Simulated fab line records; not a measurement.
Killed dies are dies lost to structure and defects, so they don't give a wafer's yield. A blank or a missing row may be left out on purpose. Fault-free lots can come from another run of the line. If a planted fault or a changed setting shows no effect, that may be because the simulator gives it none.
fab line records	flow berkeleyCmos170
[record] lots = 15	wafers = 45	lastDay = 11
route steps=331 shown GATE@130 CONTACT@233 M1@249
lots with no fault: from the same line, run without faults
startH: hours from the record's first day to the start of the lot's first wafer shown	waitH: how many hours have passed since the lot's step before this one	" the same as in the row above	L1.1+2: one row covering several wafers at once	- no value, or no start given	* or withheld: withheld	< > ~ a bound
route shown NAME@n: NAME is a module with steps in the file, n the number in the route of the first one	usual: mean/standard deviation of fault-free wafers	same: alike in all rows	chamber/n: place in a boat	sites: each site's reading	_std_site: standard deviation of those values	_edge_site: the outer-site mean with the inner-site mean subtracted	radiusMm: how far each site lies from the wafer's centre	mask NAME#n: copy n	behind: tool/chamber where the wafer was last shaped	hold: cause of the lot's hold/its duration in hours/its outcome	device: whichever transistor did not switch (one of n, p or np)	end of line: at the end of the route, the tests of the same wafers	a step with no rows: only its recipe	killed: dies lost to structure and defects at the first sort, not the wafer's yield	map: a wafer's dies, x killed, . not, _ none there
set.NAME: the setting the step ran with; set.NAME@STEP: the setting that earlier step ran with	model.NAME: the simulator's own value behind a step, which no gauge read
steps of the route over a sample of lots; a table a step, a row a wafer
services: a tool's chamber out of use, with start hour (startH, from the record's first day; less than 0 if before it), hours out, and reason
[[steps]]
[step UCB170_GATE_CVD_04]
[recipe] material = poly-Si	tempC = 610	precursor = SiH4	timeS = 1440	pressureMtorr = 375	targetThkNm = 214	sih4FlowSccm = 120
[usual] pressureMtorr = 375.0/0.72	spikeTcSourceC = 630.1/2
lot.wafer	tool	chamber	startH	waitH	pressureMtorr	spikeTcSourceC
L927.2	lpcvd-01	1	125.44	1.6	374.5	632.3
L927.3	"	1	"	"	374.2	633.5
L927.4	"	1	"	"	375.1	632.7
L928.2	lpcvd-02	1	133.00	0.0	375.3	631.7
L928.4	"	1	"	"	375.0	633.6
L928.6	"	1	"	"	376.0	629.8
L929.1	lpcvd-02	0	133.00	0.0	375.2	627.7
L929.3	"	0	"	"	375.5	628.4
L929.5	"	0	"	"	375.3	628.2
L930.1	lpcvd-02	0	146.26	1.7	375.6	628.2
L930.4	"	0	"	"	375.5	627.1
L930.6	"	0	"	"	374.9	628.4
L931.4	lpcvd-02	0	146.26	1.7	375.5	628.7
L931.5	"	0	"	"	373.5	629.5
L931.6	"	0	"	"	374.9	628.2
L933.2	lpcvd-01	0	159.82	0.0	376.1	631.2
L933.4	"	0	"	"	375.8	628.5
L933.6	"	0	"	"	376.5	628.9
L934.1	lpcvd-01	0	159.82	0.0	374.7	629.2
L934.3	"	0	"	"	374.4	630.8
L934.5	"	0	"	"	374.3	630.0
L935.3	lpcvd-01	0	170.42	0.0	375.3	629.3
L935.4	"	0	"	"	374.4	629.2
L935.5	"	0	"	"	374.9	630.3
L936.1	lpcvd-01	1	170.42	0.0	375.1	630.9
L936.2	"	1	"	"	375.5	630.6
L936.3	"	1	"	"	374.5	633.7
L941.4	lpcvd-02	0	200.94	1.4	375.5	628.4
L941.5	"	0	"	"	375.3	628.4
L941.6	"	0	"	"	375.4	628.2
L942.1	lpcvd-02	0	200.94	1.4	373.9	630.2
L942.3	"	0	"	"	375.1	629.7
L942.5	"	0	"	"	375.0	630.2
L943.3	lpcvd-02	0	200.94	1.4	374.2	629.3
L943.5	"	0	"	"	374.3	629.1
L943.6	"	0	"	"	374.4	627.8
L946.3	lpcvd-01	1	226.62	1.6	375.2	633.4
L946.4	"	1	"	"	374.4	632.6
L946.6	"	1	"	"	375.4	633.6
L947.3	lpcvd-01	0	226.62	1.6	375.6	629.9
L947.5	"	0	"	"	375.3	629.6
L947.6	"	0	"	"	376.2	629.1
L948.2	lpcvd-01	0	226.62	1.6	375.4	630.5
L948.4	"	0	"	"	376.2	631.7
L948.5	"	0	"	"	375.4	629.2
[step UCB170_GATE_THK_MEAS_05]
[recipe] reads = poly-Si_of_GATE_CVD_04
[usual] GATE_POLY_THK = 214.2/2
lot.wafer	tool	chamber	startH	waitH	GATE_POLY_THK[nm]
L927.2	filmMetro-03	-	126.85	0.0	212.2
L927.3	"	-	"	"	212.4
L927.4	"	-	"	"	212.9
L929.1	filmMetro-02	-	134.40	0.0	214.1
L929.3	"	-	"	"	214.5
L929.5	"	-	"	"	213.8
L928.2	filmMetro-04	-	134.41	0.0	217.2
L928.4	"	-	"	"	215.8
L928.6	"	-	"	"	214.5
L931.4	filmMetro-03	-	147.69	0.0	215.3
L931.5	"	-	"	"	214.9
L931.6	"	-	"	"	218.1
L930.1	filmMetro-04	-	147.72	0.1	216.1
L930.4	"	-	"	"	215.5
L930.6	"	-	"	"	215.4
L934.1	filmMetro-03	-	161.22	0.0	214.8
L934.3	"	-	"	"	214.1
L934.5	"	-	"	"	217.0
L933.2	filmMetro-04	-	161.23	0.0	212.4
L933.4	"	-	"	"	213.0
L933.6	"	-	"	"	215.4
L936.1	filmMetro-04	-	171.82	0.0	215.1
L936.2	"	-	"	"	216.3
L936.3	"	-	"	"	214.9
L935.3	filmMetro-03	-	171.84	0.0	212.5
L935.4	"	-	"	"	213.6
L935.5	"	-	"	"	215.3
L942.1	filmMetro-04	-	202.34	0.0	359.1
L942.3	"	-	"	"	357.7
L942.5	"	-	"	"	358.5
L941.4	filmMetro-03	-	202.37	0.0	360.0
L941.5	"	-	"	"	360.7
L941.6	"	-	"	"	359.5
L943.3	filmMetro-02	-	202.42	0.1	357.7
L943.5	"	-	"	"	360.1
L943.6	"	-	"	"	359.0
L947.3	filmMetro-04	-	228.04	0.0	210.4
L947.5	"	-	"	"	208.7
L947.6	"	-	"	"	208.5
L946.3	filmMetro-04	-	228.10	0.1	212.0
L946.4	"	-	"	"	210.8
L946.6	"	-	"	"	212.3
L948.2	filmMetro-04	-	228.15	0.1	215.6
L948.4	"	-	"	"	214.8
L948.5	"	-	"	"	216.1
[step UCB170_GATE_ETCH_15]
[recipe] chemistry = HBr/Cl2	target = poly-Si	stopOn = SiO2	overEtchFrac = 0.3	icpW = 300	biasW = 150	timeS = 56.3	pressureMtorr = 15	HBr_flow_sccm = 150	Cl2_flow_sccm = 50	targetDepthA = 2782
[usual] drypumpMotorCurrentA = 5.5/0.39	oesProductAu = 0.828/0.016	throttleValvePct = 26.51/0.2
lot.wafer	tool	chamber	startH	waitH	drypumpMotorCurrentA	oesProductAu	rfHoursCounterH	throttleValvePct
L927.2	rieSi-02	1	128.31	-	5.7	0.827	1	26.39
L927.3	"	0	"	"	5.5	0.806	79	26.64
L927.4	"	3	"	"	4.8	0.810	86	26.66
L929.1	rieSi-01	3	135.67	-	5.0	0.838	46	26.39
L929.3	"	0	"	"	6.0	0.841	1	26.94
L929.5	"	0	"	"	6.0	0.836	-	26.95
L928.2	rieSi-02	3	135.79	-	4.8	0.817	86	26.63
L928.4	"	1	"	"	5.7	0.834	1	26.37
L928.6	"	0	"	"	5.5	0.806	-	26.64
L931.4	rieSi-02	2	149.82	-	5.8	0.847	66	26.36
L931.5	"	2	"	"	5.9	0.839	-	26.35
L931.6	"	3	"	"	4.9	0.827	-	26.65
L930.1	rieSi-01	0	150.09	-	6.0	0.851	1	26.94
L930.4	"	2	"	"	5.2	0.840	104	26.36
L930.6	"	1	"	"	5.6	0.818	-	26.32
L934.1	rieSi-02	0	163.49	-	5.5	0.805	79	26.63
L934.3	"	3	"	"	4.9	0.799	86	26.65
L934.5	"	2	"	"	5.8	0.850	-	26.36
L933.2	rieSi-01	1	163.60	-	5.6	0.805	111	26.32
L933.4	"	2	"	"	5.2	0.842	104	26.36
L933.6	"	0	"	"	6.0	0.845	-	26.94
L935.3	rieSi-02	0	173.40	-	5.5	0.804	79	26.65
L935.4	"	3	"	"	4.8	0.805	86	26.64
L935.5	"	1	"	"	5.7	0.835	-	26.41
L936.1	rieSi-01	2	173.56	-	5.2	0.847	104	26.34
L936.2	"	1	"	"	5.6	0.812	111	26.31
L936.3	"	0	"	"	6.0	0.837	1	26.95
L941.4	rieSi-01	1	203.71	-	5.6	0.974	111	26.33
L941.5	"	2	"	"	5.2	0.993	-	26.34
L941.6	"	3	"	"	5.0	1.010	-	26.40
L942.1	rieSi-02	1	203.95	-	5.7	0.982	1	26.39
L942.3	"	2	"	"	5.8	1.019	67	26.36
L942.5	"	0	"	"	5.5	0.966	-	26.64
L943.3	rieSi-01	2	204.31	-	5.2	1.002	104	26.34
L943.5	"	0	"	"	6.0	1.002	-	26.94
L943.6	"	1	"	"	5.6	0.980	-	26.32
L947.3	rieSi-01	3	230.02	-	5.0	0.838	46	26.39
L947.5	"	3	"	"	5.0	0.833	-	26.38
L947.6	"	0	"	"	6.0	0.825	-	26.93
L946.3	rieSi-02	0	230.05	-	5.5	0.807	79	26.64
L946.4	"	2	"	"	5.8	0.843	67	26.36
L946.6	"	1	"	"	5.7	0.826	-	26.39
L948.2	rieSi-01	1	230.32	-	5.6	0.831	0	26.34
L948.4	"	0	"	"	6.0	0.839	1	26.93
L948.5	"	0	"	"	6.0	0.837	-	26.93
[step UCB170_CONTACT_ETCH_17]
[recipe] chemistry = N2/H2	targetDepthA = withheld	overetchA = withheld	target = BARC	timeS = withheld	sourceW = 500	biasW = 100	pressureMtorr = 30	n2FlowSccm = 100	h2FlowSccm = 200
[usual] drypumpMotorCurrentA = 6.1/0.46	oesProductAu = 1.006/0.016	throttleValvePct = 13.39/0.19
lot.wafer	tool	chamber	startH	waitH	drypumpMotorCurrentA	oesProductAu	throttleValvePct
L927.2	rieDiel-02	1	146.42	0.0	6.5	1.018	13.29
L927.3	"	2	"	"	6.1	1.027	13.62
L927.4	"	3	"	"	6.5	1.001	13.31
L929.1	rieDiel-02	3	160.85	0.0	6.5	1.001	13.31
L929.3	"	0	"	"	5.9	0.994	13.48
L929.5	"	0	"	"	5.9	0.999	13.48
L928.2	rieDiel-03	1	161.27	0.0	5.2	1.002	13.59
L928.4	"	1	"	"	5.2	1.012	13.61
L928.6	"	2	"	"	6.6	1.012	13.59
L930.1	rieDiel-03	0	177.65	0.0	6.3	1.037	13.42
L930.4	"	1	"	"	5.2	0.999	13.59
L930.6	"	1	"	"	5.2	1.015	13.62
L931.4	rieDiel-03	2	178.90	0.0	6.6	1.020	13.59
L931.5	"	3	"	"	6.1	1.018	12.89
L931.6	"	0	"	"	6.3	1.021	13.43
L933.2	rieDiel-02	1	184.57	0.0	6.4	1.012	13.28
L933.4	"	3	"	"	6.5	1.002	13.30
L933.6	"	2	"	"	6.1	1.022	13.62
L934.1	rieDiel-04	2	186.52	0.0	6.6	0.995	13.44
L934.3	"	3	"	"	5.4	1.020	13.31
L934.5	"	2	"	"	6.5	0.988	13.42
L935.3	rieDiel-04	3	193.91	0.0	5.4	1.032	13.31
L935.4	"	0	"	"	5.5	1.006	13.45
L935.5	"	1	"	"	5.6	0.981	13.26
L936.1	rieDiel-02	3	194.20	0.0	6.5	0.995	13.30
L936.2	"	2	"	"	6.1	1.014	13.61
L936.3	"	0	"	"	5.8	0.996	13.50
L946.3	rieDiel-04	1	247.09	0.0	5.6	0.965	13.25
L946.4	"	2	"	"	6.6	1.003	13.42
L946.6	"	2	"	"	6.6	1.002	13.42
L947.3	rieDiel-02	3	251.87	0.0	6.5	0.997	13.28
L947.5	"	0	"	"	5.8	0.997	13.48
L947.6	"	3	"	"	6.5	0.996	13.31
L948.2	rieDiel-04	2	251.92	0.0	6.6	0.990	13.45
L948.4	"	1	"	"	5.6	0.975	13.27
L948.5	"	3	"	"	5.4	1.025	13.30
[step UCB170_M1_ETCH_11]
[recipe] chemistry = N2/H2	targetDepthA = withheld	overetchA = withheld	target = BARC	timeS = withheld	sourceW = 500	biasW = 100	pressureMtorr = 30	n2FlowSccm = 100	h2FlowSccm = 200
[usual] drypumpMotorCurrentA = 6.0/0.44	oesProductAu = 1.006/0.018	throttleValvePct = 13.35/0.14
lot.wafer	tool	chamber	startH	waitH	drypumpMotorCurrentA	oesProductAu	throttleValvePct
L927.2	rieDiel-01	0	148.72	0.0	6.0	1.014	13.14
L927.3	"	1	"	"	5.3	0.979	13.23
L927.4	"	3	"	"	6.5	1.023	13.42
L929.1	rieDiel-01	0	163.83	0.0	6.0	1.001	13.13
L929.3	"	1	"	"	5.3	0.981	13.26
L929.5	"	0	"	"	6.0	1.002	13.16
L928.2	rieDiel-04	0	164.26	0.0	5.5	1.007	13.45
L928.4	"	1	"	"	5.6	0.972	13.26
L928.6	"	0	"	"	5.5	1.006	13.45
L930.1	rieDiel-02	3	179.90	0.0	6.5	0.997	13.29
L930.4	"	0	"	"	5.8	1.002	13.50
L930.6	"	3	"	"	6.5	1.009	13.31
L931.4	rieDiel-02	0	181.47	0.0	5.8	1.005	13.48
L931.5	"	3	"	"	6.5	1.006	13.30
L931.6	"	0	"	"	5.9	1.003	13.49
L933.2	rieDiel-02	3	187.00	0.0	6.5	1.008	13.30
L933.4	"	0	"	"	5.9	0.996	13.49
L933.6	"	3	"	"	6.5	1.014	13.31
L934.1	rieDiel-02	3	190.11	0.0	6.5	1.008	13.30
L934.3	"	1	"	"	6.5	1.025	13.29
L934.5	"	3	"	"	6.5	1.011	13.29
L935.3	rieDiel-02	2	197.45	0.0	6.1	1.022	13.63
L935.4	"	3	"	"	6.5	0.999	13.31
L935.5	"	3	"	"	6.5	0.997	13.29
L936.1	rieDiel-01	3	198.08	0.0	6.5	1.021	13.40
L936.2	"	2	"	"	5.8	1.015	13.55
L936.3	"	1	"	"	5.3	0.972	13.22
L946.3	rieDiel-01	2	252.20	0.0	5.8	1.007	13.53
L946.4	"	1	"	"	5.3	0.988	13.23
L946.6	"	1	"	"	5.3	0.978	13.23
L947.3	rieDiel-01	0	253.73	0.0	6.0	1.007	13.15
L947.5	"	1	"	"	5.3	0.981	13.23
L947.6	"	0	"	"	6.0	1.000	13.17
L948.2	rieDiel-02	0	254.01	0.0	5.9	0.989	13.50
L948.4	"	3	"	"	6.5	1.003	13.32
L948.5	"	1	"	"	6.4	1.026	13.29
[step UCB170_M1_STRIP_13]
[recipe] chemistry = O2	powerW = 400	pressureMtorr = 3500	platenTempC = withheld	o2FlowSccm = 400	overashFraction = 0.5
[usual] drypumpMotorCurrentA = 5.7/0.48	oesProductAu = 0.720/0.0048
lot.wafer	tool	chamber	startH	waitH	drypumpMotorCurrentA	oesProductAu	rfHoursCounterH
L927.2	plasmaAsher-03	0	148.89	0.1	6.1	0.725	35
L927.3	"	1	"	"	5.6	0.718	-
L927.4	"	0	"	"	6.1	0.724	-
L929.1	plasmaAsher-01	0	164.01	0.1	5.7	0.721	46
L929.3	"	0	"	"	5.7	0.721	-
L929.5	"	0	"	"	5.7	0.714	-
L928.2	plasmaAsher-01	0	164.44	0.1	5.7	0.719	46
L928.4	"	0	"	"	5.7	0.715	-
L928.6	"	1	"	"	6.1	0.717	-
L930.1	plasmaAsher-01	0	180.08	0.1	5.7	0.721	47
L930.4	"	1	"	"	6.2	0.709	-
L930.6	"	1	"	"	6.1	0.716	-
L931.4	plasmaAsher-01	1	181.68	0.1	6.1	0.715	-
L931.5	"	0	"	"	5.7	0.716	-
L931.6	"	1	"	"	6.1	0.720	-
L933.2	plasmaAsher-04	0	187.18	0.1	4.6	0.722	48
L933.4	"	1	"	"	5.3	0.726	-
L933.6	"	1	"	"	5.3	0.720	-
L934.1	plasmaAsher-03	0	190.29	0.1	6.1	0.715	40
L934.3	"	0	"	"	6.1	0.723	-
L934.5	"	1	"	"	5.6	0.720	-
L935.3	plasmaAsher-01	0	197.66	0.1	5.7	0.723	-
L935.4	"	1	"	"	6.1	0.723	-
L935.5	"	1	"	"	6.1	0.715	-
L936.1	plasmaAsher-03	0	198.39	0.2	6.1	0.724	41
L936.2	"	1	"	"	5.6	0.720	41
L936.3	"	0	"	"	6.1	0.727	-
L946.3	plasmaAsher-01	1	252.41	0.1	6.1	0.710	-
L946.4	"	0	"	"	5.7	0.720	-
L946.6	"	1	"	"	6.1	0.726	-
L947.3	plasmaAsher-04	0	253.94	0.1	4.6	0.719	-
L947.5	"	1	"	"	5.3	0.726	-
L947.6	"	0	"	"	4.6	0.722	-
L948.2	plasmaAsher-03	1	254.18	0.1	5.7	0.728	49
L948.4	"	1	"	"	5.6	0.726	-
L948.5	"	0	"	"	6.1	0.724	-
[[services]]
tool	chamber	startH	hours	kind
rieDiel-01	1	103.90	20.6	repair
rieDiel-04	-	114.88	2.5	repair
rieDiel-01	3	120.03	9.3	repair
rieSi-01	1	126.84	10.1	repair
rieDiel-03	2	127.06	6.4	repair
rieSi-01	0	135.95	13.2	repair
rieDiel-03	3	138.22	5.9	repair
plasmaAsher-01	-	148.51	0.3	repair
rieDiel-03	2	149.25	5.5	repair
rieDiel-03	0	152.20	10.0	repair
rieDiel-01	2	155.15	9.8	repair
rieDiel-01	3	172.85	21.7	repair
plasmaAsher-04	-	174.07	3.2	repair
lpcvd-01	-	198.36	6.1	pm
plasmaAsher-01	-	203.56	14.3	repair
rieDiel-03	-	207.88	3.7	repair
rieSi-01	1	209.43	-	clean
rieSi-01	1	209.43	16.2	scheduledDown
rieSi-01	1	209.43	16.2	ventCycle
rieSi-01	-	216.00	2.8	pm
rieDiel-04	1	236.38	4.0	repair
rieSi-01	2	239.81	-	clean
rieSi-01	-	240.12	1.2	repair
rieDiel-03	1	240.79	5.6	repair
[[key]]
[firstSign] step = UCB170_GATE_THK_MEAS_05	reading = GATE_POLY_THK	direction = up	sigmas = 74	usual = 214.2	struck = 359.1
[effect] step = UCB170_GATE_ETCH_15	reading = oesProductAu	direction = up	sigmas = 10	usual = 0.828	struck = 0.992
metAt UCB170_GATE_CVD_04
struckLots L941,L942,L943
laterRowsLeftOut L941.4,L941.5,L941.6,L942.1,L942.3,L942.5,L943.3,L943.5,L943.6
sortLeftOut L941.4,L941.5,L941.6,L942.1,L942.3,L942.5,L943.3,L943.5,L943.6
testerLeftOut L941,L942,L943
notActingAt UCB170_CONTACT_ETCH_17,UCB170_M1_ETCH_11,UCB170_M1_STRIP_13
onsetBetween 146.26 200.94
[fault] kind = processParameterDrift	tool = lpcvd-02	chamber = -	onsetH = 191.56	steps = UCB170_GATE_CVD_04	channel = targetThkNm	offset = 144.53	shape = step	endH = 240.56	actsIn = theseRecipesOnly	stated = 214
// testerLeftOut: of these lots the tester's yield and bins aren't shown, on N5 and GAA mostly nor the transistor test; their killed dies are dies lost to structure and defects alone, not to doping, threshold or leakage, so they don't give the yield
// sortLeftOut: the simulated sort isn't trusted on such a fault, so these wafers' sort isn't shown, and their yield isn't known
// laterRowsLeftOut: the simulator's readings of these wafers behind a module that went badly wrong aren't trusted and aren't shown, but for the sort
